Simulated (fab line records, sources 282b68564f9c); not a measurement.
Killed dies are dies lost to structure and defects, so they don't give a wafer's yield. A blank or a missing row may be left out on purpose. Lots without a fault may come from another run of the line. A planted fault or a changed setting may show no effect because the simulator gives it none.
A struck lot beside a sound one | flow rit_cmos | 20 steps out of a route of 202
Sound: wafers L685.2, L685.3, L685.6. Struck: wafers L695.1, L695.2, L695.6. The cause comes at the end.
At each step with rows: each side's tool, then ch and its chambers, then its first start. Under that, the readings that differ: sound wafers | struck wafers | difference of the means | sigmas: that difference in standard deviations of wafers without a fault.
alike: readings whose means differ by less than 2 such deviations, and words and numbers that are the same on both sides. not compared: withheld readings, readings that some wafer has no value for, bounds like >300 that may hide the same value, and numbers for which the record gives no deviation and whose values overlap.
The two part at a step that has a row with sigmas, a row that says differs or no value, or rows on one side only. Numbers that don't overlap but have no deviation are shown without sigmas and don't part them. A reading that every wafer of one side lacks parts them only if that side has two wafers or more.

first, 2 steps without rows for these wafers: RIT_NWELL_HARDBAKE_07 (time 120 s); RIT_NWELL_IMPLANT_08.
RIT_NWELL_STRIP_09: strips in O2, time 180 s.
  sound on plasma_asher-02 ch 0,1, day 3 17:09; struck on plasma_asher-01 ch 0,1, day 5 15:39
  alike: drypump_motor_current_A
  not compared: rf_hours_counter_h
RIT_NWELL_TW_MEAS_10:
  sound on film_metro-02, day 3 17:20; struck on film_metro-02, day 5 15:50
  alike: NWELL_TW
then, 6 steps without rows for these wafers: RIT_PWELL_HMDS_00 (prime time 60 s); RIT_PWELL_COAT_01 (resist thk 1300 nm); RIT_PWELL_SOFTBAKE_02 (time 60 s); RIT_PWELL_EXPOSE_03 (exposes mask M3, target cd 43700 nm); RIT_PWELL_PEB_04; RIT_PWELL_DEVELOP_05 (develop time 68 s).
RIT_PWELL_OVL_MEAS_06:
  sound on overlay-01, day 3 18:23; struck on overlay-02, day 5 16:53
  alike: PWELL_OVL
then, 1 step without rows for these wafers: RIT_PWELL_HARDBAKE_07 (time 120 s).
RIT_PWELL_IMPLANT_08:
  sound on implanter-03 ch 0, day 3 18:42; struck on implanter-04 ch 0, day 5 17:30
RIT_PWELL_STRIP_09: strips in O2, time 180 s.
  sound on plasma_asher-01 ch 0,1, day 3 18:49; struck on plasma_asher-01 ch 0,1, day 5 17:39
  alike: drypump_motor_current_A
  not compared: rf_hours_counter_h
RIT_PWELL_TW_MEAS_10:
  sound on film_metro-04, day 3 19:01; struck on film_metro-01, day 5 17:49
  reading  | sound       | struck         | difference | sigmas
  PWELL_TW | 942 946 946 | 1190 1191 1191 | +246       | +50
then, 1 step without rows for these wafers: RIT_WELLDRIVE_ANNEAL_00 (time 14700 s).
RIT_WELLDRIVE_RS_MEAS_01: measures by four-point-probe.
  sound on film_metro-01, day 4 00:10; struck on film_metro-02, day 6 03:29
  alike: NWELL_RS
RIT_WELLDRIVE_RS_MEAS_02: measures by four-point-probe.
  sound on film_metro-01, day 4 00:17; struck on film_metro-02, day 6 03:44
  reading           | sound             | struck            | difference | sigmas
  PWELL_RS (ohm/sq) | 428.0 428.8 428.3 | 280.8 279.6 279.9 | -148.3     | -99 or more
then, 1 step without rows for these wafers: RIT_NRETRO_HMDS_00 (prime time 60 s).
RIT_M1_PROBE_99:
  sound on prober-02, day 5 06:18; struck on prober-02, day 7 12:28
  alike: killed_at_front_end, killed_dies, killed_open, killed_short

WHERE THEY PART
First at RIT_PWELL_TW_MEAS_10; last, within this record, at RIT_WELLDRIVE_RS_MEAS_02. Later steps at which nothing parts them and some readings are alike: RIT_M1_PROBE_99.

WHY: what the simulator had put in
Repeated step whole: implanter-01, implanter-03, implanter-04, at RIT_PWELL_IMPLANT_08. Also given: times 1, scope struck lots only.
